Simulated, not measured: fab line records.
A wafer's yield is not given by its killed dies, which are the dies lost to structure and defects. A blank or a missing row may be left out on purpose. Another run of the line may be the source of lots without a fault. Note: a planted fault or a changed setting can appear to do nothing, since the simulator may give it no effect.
A single fault, viewed from 2 desks || flow berkeley cmos170 || each desk has only its own numbers; what lay behind them comes last

## DESK OF THE TOOL OWNER: implanter-01
For each lot that ran on this tool, the mean over its sampled wafers that have a number, from the tool's own readings at UCB170_NVT_IMPLANT_07. The brackets show how far a lot's mean lies from the usual mean; more than 4 standard deviations puts the lot out of limits, marked OUT.
Columns: A = beam energy keV at UCB170_NVT_IMPLANT_07, usual 50.002
{"lot": "L401", "first seen here": "day 5 13:17", "A": 50.010}
{"lot": "L404", "first seen here": "day 6 12:35", "A": 50.010}
{"lot": "L408", "first seen here": "day 6 22:38", "A": 50.013}
{"lot": "L409", "first seen here": "day 7 21:58", "A": 49.996}
{"lot": "L412", "first seen here": "day 8 01:49", "A": "39.854 (-99 or more) OUT"}
{"lot": "L413", "first seen here": "day 8 13:51", "A": "39.896 (-99 or more) OUT"}
This desk's verdict: out of limits on L412, L413, starting with L412 at day 8 01:49 (beam energy keV at UCB170_NVT_IMPLANT_07). Within limits: L401, L404, L408, L409.

## FROM THE METROLOGY DESK
Lot by lot, what the gauges showed, no matter which tool ran the lot: averages of those sampled wafers that carry a number. The brackets show how far a lot's mean lies from the usual mean; more than 4 standard deviations puts the lot out of limits, marked OUT.
Columns: A = NVT_TW at UCB170_NVT_TW_MEAS_09, usual 527
{"lot": "L399", "first seen here": "day 5 03:04", "A": 526}
{"lot": "L401", "first seen here": "day 5 13:32", "A": 527}
{"lot": "L402", "first seen here": "day 5 23:37", "A": 531}
{"lot": "L404", "first seen here": "day 6 12:50", "A": 525}
{"lot": "L407", "first seen here": "day 6 22:32", "A": 526}
{"lot": "L406", "first seen here": "day 6 22:38", "A": 531}
{"lot": "L408", "first seen here": "day 6 22:53", "A": 531}
{"lot": "L409", "first seen here": "day 7 22:13", "A": 532}
{"lot": "L410", "first seen here": "day 7 22:29", "A": 525}
{"lot": "L412", "first seen here": "day 8 02:04", "A": "493 (-7.7) OUT"}
{"lot": "L411", "first seen here": "day 8 02:22", "A": 531}
{"lot": "L413", "first seen here": "day 8 14:04", "A": "495 (-7.2) OUT"}
{"lot": "L420", "first seen here": "day 9 18:02", "A": 522}
{"lot": "L421", "first seen here": "day 10 06:36", "A": 532}
This desk reports L412, L413 out of limits; the earliest was L412 at day 8 02:04 (NVT_TW at UCB170_NVT_TW_MEAS_09). Within limits: L399, L401, L402, L404, L407, L406, L408, L409, L410, L411, L420, L421.

## PUT TOGETHER
The tool owner's desk had the chance to raise an alarm at day 8 01:49 on L412, L413.
On L412, L413, the metrology desk was in a position to raise an alarm at day 8 02:04.
Of the lots named, all ran UCB170_NVT_IMPLANT_07 on implanter-01.

## WHAT THE SIMULATOR PUT IN
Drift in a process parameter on implanter-01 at UCB170_NVT_IMPLANT_07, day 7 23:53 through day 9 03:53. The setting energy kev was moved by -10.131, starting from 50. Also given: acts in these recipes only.
Shown lots that were struck: L412, L413.
Time in hours from fault onset to the first out-of-limits reading at each desk: tool owner's desk 2, metrology desk 2.
